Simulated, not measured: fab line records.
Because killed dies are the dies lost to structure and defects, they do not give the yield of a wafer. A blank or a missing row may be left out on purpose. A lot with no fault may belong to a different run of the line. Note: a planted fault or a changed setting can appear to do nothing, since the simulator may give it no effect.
Which tool was responsible? + flow rit_cmos + 6 lots with 18 wafers sampled at 2 steps, on a route of 202 steps

WHAT EACH GAUGE READ, for each wafer
RIT_GATE_THK_MEAS_09.
| lot  | measured    | on            | GATE_POLY_THK (nm) |
|------|-------------|---------------|--------------------|
| L841 | day 2 17:25 | film_metro-02 | 251.8 253.3 253.8  |
| L843 | day 3 01:32 | film_metro-01 | 251.1 251.6 250.2  |
| L845 | day 3 12:10 | film_metro-04 | 256.0 255.8 253.8  |
| L847 | day 3 22:18 | film_metro-01 | 248.0 248.8 249.1  |
| L853 | day 5 10:07 | film_metro-01 | 200.9 201.4 201.7  |
| L859 | day 6 10:20 | film_metro-04 | 248.3 247.7 246.3  |

EACH LOT AND THE TOOL THAT RAN IT (in order: tool; ch and the chambers of the sampled wafers; start)
| lot  | RIT_GATE_CVD_08            |
|------|----------------------------|
| L841 | lpcvd-01 ch 1, day 2 15:47 |
| L843 | lpcvd-02 ch 1, day 2 23:56 |
| L845 | lpcvd-01 ch 0, day 3 10:32 |
| L847 | lpcvd-02 ch 1, day 3 20:41 |
| L853 | lpcvd-01 ch 1, day 5 08:29 |
| L859 | lpcvd-02 ch 0, day 6 08:41 |
- RIT_GATE_CVD_08: deposits poly-Si from SiH4, target thk 250 nm, time 2220 s.

THE ANSWER, worked out from the rows above alone
Rule: usual is defined by the lots themselves. The widest of any qualifying gaps counts: lots, ordered by their means at a reading, are off when they make up no more than a third of the lots, leave a main group of 4 or more, and stand apart from it by 3 or more times the standard deviation of that group's means. Not used: any main group whose means are identical at the precision the tables above print for the reading. A lot without any number at a reading at which 4 lots or more have one is off too. Any other lot the step has rows for is counted as sound.
Off: L853, at RIT_GATE_THK_MEAS_09 (GATE_POLY_THK). For the main group the mean is 251.0 nm and the standard deviation 2.8.
A tool fits if, at a process step before that reading, it ran every lot that is off, and no sound lot after the first of them. Those tools and the gauges at RIT_GATE_THK_MEAS_09 are tried in the same way. 2 tools fit, lpcvd-01 at RIT_GATE_CVD_08 and film_metro-01 at RIT_GATE_THK_MEAS_09, so this cannot tell which one it is.

WHAT THE SIMULATOR PUT IN
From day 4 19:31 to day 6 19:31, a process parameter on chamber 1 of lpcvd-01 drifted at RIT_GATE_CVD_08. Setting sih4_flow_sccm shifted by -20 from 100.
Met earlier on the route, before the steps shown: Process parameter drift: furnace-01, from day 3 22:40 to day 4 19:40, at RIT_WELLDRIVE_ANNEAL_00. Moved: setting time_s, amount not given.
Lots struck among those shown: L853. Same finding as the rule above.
